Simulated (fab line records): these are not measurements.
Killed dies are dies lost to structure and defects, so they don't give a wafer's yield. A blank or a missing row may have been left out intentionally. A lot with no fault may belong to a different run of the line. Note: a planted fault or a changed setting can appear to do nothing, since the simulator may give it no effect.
Commonality check across tools || flow rit cmos || Lots sampled 14, wafers sampled 42

REASON FOR OPENING
RIT_FOX2_THK_MEAS_01, reading FOX2_OXIDE_THK: flagged on 2 of 14 lots. Fault-free wafers read 352 nm, with a standard deviation of 6.
Rule: a lot is flagged when every wafer of it that has a number lies more than 4 standard deviations from that mean, or none has a number. The other lots count as sound.

{"lot": "L488", "measured": "day 1 19:42", "on": "film metro-04", "FOX2_OXIDE_THK (nm), wafer by wafer": "363 362 360", "flag": ""}
{"lot": "L490", "measured": "day 2 07:01", "on": "film metro-01", "FOX2_OXIDE_THK (nm), wafer by wafer": "359 351 358", "flag": ""}
{"lot": "L494", "measured": "day 3 02:25", "on": "film metro-01", "FOX2_OXIDE_THK (nm), wafer by wafer": "342 351 347", "flag": ""}
{"lot": "L497", "measured": "day 3 18:24", "on": "film metro-01", "FOX2_OXIDE_THK (nm), wafer by wafer": "359 354 354", "flag": ""}
{"lot": "L498", "measured": "day 3 23:18", "on": "film metro-04", "FOX2_OXIDE_THK (nm), wafer by wafer": "348 353 357", "flag": ""}
{"lot": "L501", "measured": "day 4 13:00", "on": "film metro-04", "FOX2_OXIDE_THK (nm), wafer by wafer": "388 398 392", "flag": "FLAGGED"}
{"lot": "L502", "measured": "day 4 17:32", "on": "film metro-01", "FOX2_OXIDE_THK (nm), wafer by wafer": "388 394 387", "flag": "FLAGGED"}
{"lot": "L503", "measured": "day 5 04:50", "on": "film metro-02", "FOX2_OXIDE_THK (nm), wafer by wafer": "350 353 348", "flag": ""}
{"lot": "L504", "measured": "day 5 09:34", "on": "film metro-02", "FOX2_OXIDE_THK (nm), wafer by wafer": "361 367 369", "flag": ""}
{"lot": "L506", "measured": "day 5 14:26", "on": "film metro-04", "FOX2_OXIDE_THK (nm), wafer by wafer": "348 346 342", "flag": ""}
{"lot": "L505", "measured": "day 5 16:01", "on": "film metro-04", "FOX2_OXIDE_THK (nm), wafer by wafer": "353 359 359", "flag": ""}
{"lot": "L508", "measured": "day 6 02:22", "on": "film metro-01", "FOX2_OXIDE_THK (nm), wafer by wafer": "359 364 347", "flag": ""}
{"lot": "L509", "measured": "day 6 06:05", "on": "film metro-04", "FOX2_OXIDE_THK (nm), wafer by wafer": "350 349 356", "flag": ""}
{"lot": "L510", "measured": "day 6 14:53", "on": "film metro-04", "FOX2_OXIDE_THK (nm), wafer by wafer": "348 350 349", "flag": ""}
Average over the flagged lots: 391 nm; offset from the usual +39 nm, equal to +7 standard deviations.

EACH LOT AND THE TOOL IT RAN ON
The record keeps 1 process step preceding the reading, out of 202 steps on the route. In each cell: the tool, then ch and the chambers that the sampled wafers went through, then the start.
{"lot": "L488", "flag": "", "RIT_FOX2_OXIDATION_00": "furnace-03 ch 0, day 1 18:23"}
{"lot": "L490", "flag": "", "RIT_FOX2_OXIDATION_00": "furnace-04 ch 0, day 2 05:43"}
{"lot": "L494", "flag": "", "RIT_FOX2_OXIDATION_00": "furnace-01 ch 0, day 3 01:06"}
{"lot": "L497", "flag": "", "RIT_FOX2_OXIDATION_00": "furnace-04 ch 0, day 3 17:05"}
{"lot": "L498", "flag": "", "RIT_FOX2_OXIDATION_00": "furnace-01 ch 0, day 3 21:59"}
{"lot": "L501", "flag": "FLAGGED", "RIT_FOX2_OXIDATION_00": "furnace-04 ch 0, day 4 11:41"}
{"lot": "L502", "flag": "FLAGGED", "RIT_FOX2_OXIDATION_00": "furnace-04 ch 0, day 4 16:13"}
{"lot": "L503", "flag": "", "RIT_FOX2_OXIDATION_00": "furnace-01 ch 0, day 5 03:31"}
{"lot": "L504", "flag": "", "RIT_FOX2_OXIDATION_00": "furnace-01 ch 0, day 5 08:15"}
{"lot": "L506", "flag": "", "RIT_FOX2_OXIDATION_00": "furnace-03 ch 0, day 5 13:07"}
{"lot": "L505", "flag": "", "RIT_FOX2_OXIDATION_00": "furnace-03 ch 0, day 5 14:41"}
{"lot": "L508", "flag": "", "RIT_FOX2_OXIDATION_00": "furnace-01 ch 0, day 6 01:03"}
{"lot": "L509", "flag": "", "RIT_FOX2_OXIDATION_00": "furnace-03 ch 0, day 6 04:44"}
{"lot": "L510", "flag": "", "RIT_FOX2_OXIDATION_00": "furnace-03 ch 0, day 6 13:34"}
These steps, and what they do:
- RIT_FOX2_OXIDATION_00: target thk 350.7 nm, ox time 1130 s.
- RIT_FOX2_THK_MEAS_01

FLAGGED OVER TOTAL, TOOL BY TOOL (the gauges that took the reading come last)
{"step": "RIT_FOX2_OXIDATION_00", "tool": "furnace-01", "lots run": 5, "flagged": 0, "share of the flagged lots": "none", "sound lots run after its first flagged lot": "-"}
{"step": "RIT_FOX2_OXIDATION_00", "tool": "furnace-03", "lots run": 5, "flagged": 0, "share of the flagged lots": "none", "sound lots run after its first flagged lot": "-"}
{"step": "RIT_FOX2_OXIDATION_00", "tool": "furnace-04", "lots run": 4, "flagged": 2, "share of the flagged lots": "all", "sound lots run after its first flagged lot": 0}
{"step": "RIT_FOX2_THK_MEAS_01", "tool": "film metro-01", "lots run": 5, "flagged": 1, "share of the flagged lots": "some", "sound lots run after its first flagged lot": "1 (L508)"}
{"step": "RIT_FOX2_THK_MEAS_01", "tool": "film metro-02", "lots run": 2, "flagged": 0, "share of the flagged lots": "none", "sound lots run after its first flagged lot": "-"}
{"step": "RIT_FOX2_THK_MEAS_01", "tool": "film metro-04", "lots run": 7, "flagged": 1, "share of the flagged lots": "some", "sound lots run after its first flagged lot": "4 (L506,L505,L509,L510)"}

THE TABLE: WHAT IT ALLOWS
Rows of the table that ran each flagged lot: 1, that is furnace-04 at RIT_FOX2_OXIDATION_00.
- furnace-04 at RIT_FOX2_OXIDATION_00: 2 of its 4 lots flagged. A fault beginning between L497 (day 3 17:05), its last sound lot, and L501 (day 4 11:41), its first flagged one, fits the data.
What remains is a single tool, furnace-04 at RIT_FOX2_OXIDATION_00.

WHAT THE SIMULATOR PUT IN
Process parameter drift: furnace-04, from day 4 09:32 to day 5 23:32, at RIT_FOX2_OXIDATION_00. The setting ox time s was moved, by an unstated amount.
Shown lots that were struck: L501, L502. This agrees with what the rule above found.
